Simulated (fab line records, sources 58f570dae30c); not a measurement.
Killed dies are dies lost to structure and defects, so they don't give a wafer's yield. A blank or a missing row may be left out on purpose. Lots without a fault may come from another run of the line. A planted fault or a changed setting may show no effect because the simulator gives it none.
fab line records | flow berkeley_cmos170
record lots=14 wafers=42 last_day=13
route steps=331 shown M1@238
lots that met no fault: from a run of the same line without faults
start_h: hours from the record's first day to the start of the lot's first wafer shown | wait_h: hours since the lot's step before | " the same as in the row above | L1.1+2: a row that stands for several wafers | - no value, or no start given | * or withheld: withheld | < > ~ a bound
route shown NAME@n: a module of which the file shows steps, and the number in the route of the first | usual: mean/standard deviation of fault-free wafers | same: alike in all rows | chamber/n: place in a boat | sites: the reading at each site | _std_site: their standard deviation | _edge_site: outer sites' mean less inner sites' | radius_mm: how far each site lies from the wafer's centre | mask NAME#n: copy n | behind: the tool/chamber that last shaped the wafer | hold: why the lot was held/for how many hours/how that ended | device: the transistor (n, p or np) that didn't switch | end of line: the same wafers' tests at the end of the route | a step without rows: its recipe alone | killed: dies lost to structure and defects at the first sort, not the wafer's yield | map: a wafer's dies, x killed, . not, _ none there
set.NAME: the setting as run; set.NAME@STEP: as run at that earlier step | model.NAME: the simulator's own value behind a step, which no gauge read
steps of the route over a sample of lots; a table a step, a row a wafer
services: from which hour (start_h, from the record's first day; less than 0 if before it) a tool's chamber was out of use, for how many hours, and why
## steps
# step UCB170_M1_SPUTTER_00
# recipe material=Al target_thk_nm=600 time_s=80 power_w=6000 chamber_pressure_pa=0.5
# usual cathode_dc_power_W=6000.1/1.1 throttle_valve_pct=29.8/1.2
# same time_s=80
# columns lot.wafer tool chamber start_h wait_h cathode_dc_power_W throttle_valve_pct
L592.1 pvd_sputter-01 - 204.08 0.0 6000.1 28.4
L592.3 " - " " 5999.9 28.5
L592.4 " - " " 6001.1 31.3
L593.2 pvd_sputter-02 - 205.40 0.0 5999.2 30.6
L593.3 " - " " 6001.8 29.0
L593.5 " - " " 5999.0 29.1
L594.3 pvd_sputter-04 - 218.41 0.0 5999.0 30.0
L594.5 " - " " 5999.5 30.5
L594.6 " - " " 6000.8 31.7
L595.2 pvd_sputter-01 - 218.41 0.0 5999.4 28.5
L595.3 " - " " 6000.9 31.1
L595.5 " - " " 6000.1 28.4
L596.1 pvd_sputter-04 - 218.47 0.1 5998.5 27.7
L596.4 " - " " 6000.6 30.0
L596.5 " - " " 6001.1 30.2
L601.4 pvd_sputter-04 - 235.11 0.0 5997.6 30.2
L601.5 " - " " 6000.6 31.8
L601.6 " - " " 6001.1 30.3
L603.4 pvd_sputter-01 - 252.46 0.0 6001.7 28.3
L603.5 " - " " 6001.1 28.5
L603.6 " - " " 6238.5 31.5
L606.2 pvd_sputter-02 - 261.15 0.0 6001.2 29.2
L606.3 " - " " 6000.0 30.1
L606.4 " - " " 6002.1 31.0
L604.1 pvd_sputter-01 - 261.53 0.0 6000.0 30.6
L604.2 " - " " 6239.9 31.6
L604.4 " - " " 5999.8 28.9
L607.2 pvd_sputter-04 - 263.17 0.0 5998.7 30.0
L607.3 " - " " 5999.4 30.1
L607.4 " - " " 6000.3 27.7
L610.2 pvd_sputter-04 - 272.95 0.0 5999.2 31.7
L610.4 " - " " 6000.5 30.2
L610.5 " - " " 6002.5 30.3
L612.1 pvd_sputter-02 - 285.02 0.0 5997.9 30.2
L612.2 " - " " 6000.3 28.9
L612.5 " - " " 5998.4 29.0
L611.2 pvd_sputter-04 - 286.18 0.0 6000.1 30.2
L611.4 " - " " 5999.5 27.5
L611.5 " - " " 5998.9 28.1
L614.3 pvd_sputter-02 - 294.10 0.0 5997.8 30.3
L614.4 " - " " 5998.3 29.2
L614.5 " - " " 6000.5 30.3
## services
# columns tool chamber start_h hours kind
pvd_sputter-02 - 197.18 3.8 repair
pvd_sputter-02 - 197.93 2.2 repair
pvd_sputter-04 - 208.28 0.7 repair
pvd_sputter-02 - 218.40 0.5 repair
pvd_sputter-01 - 231.88 13.8 repair
pvd_sputter-04 - 260.68 1.8 repair
pvd_sputter-02 - 275.53 2.1 repair
## key
first_sign step=UCB170_M1_SPUTTER_00 reading=cathode_dc_power_W direction=up sigmas=99+ usual=6000.1 struck=6239.2
effect none on later readings
met_at UCB170_M1_SPUTTER_00
struck_lots L603,L604
struck_wafers L603.6,L604.2
onset_between 204.08 252.46
fault kind=process_parameter_drift tool=pvd_sputter-01 chamber=- onset_h=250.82 steps=UCB170_M1_SPUTTER_00 channel=power_w offset=238.37 shape=step end_h=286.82 acts_in=these_recipes_only stated=6000 scope=struck_wafers_only
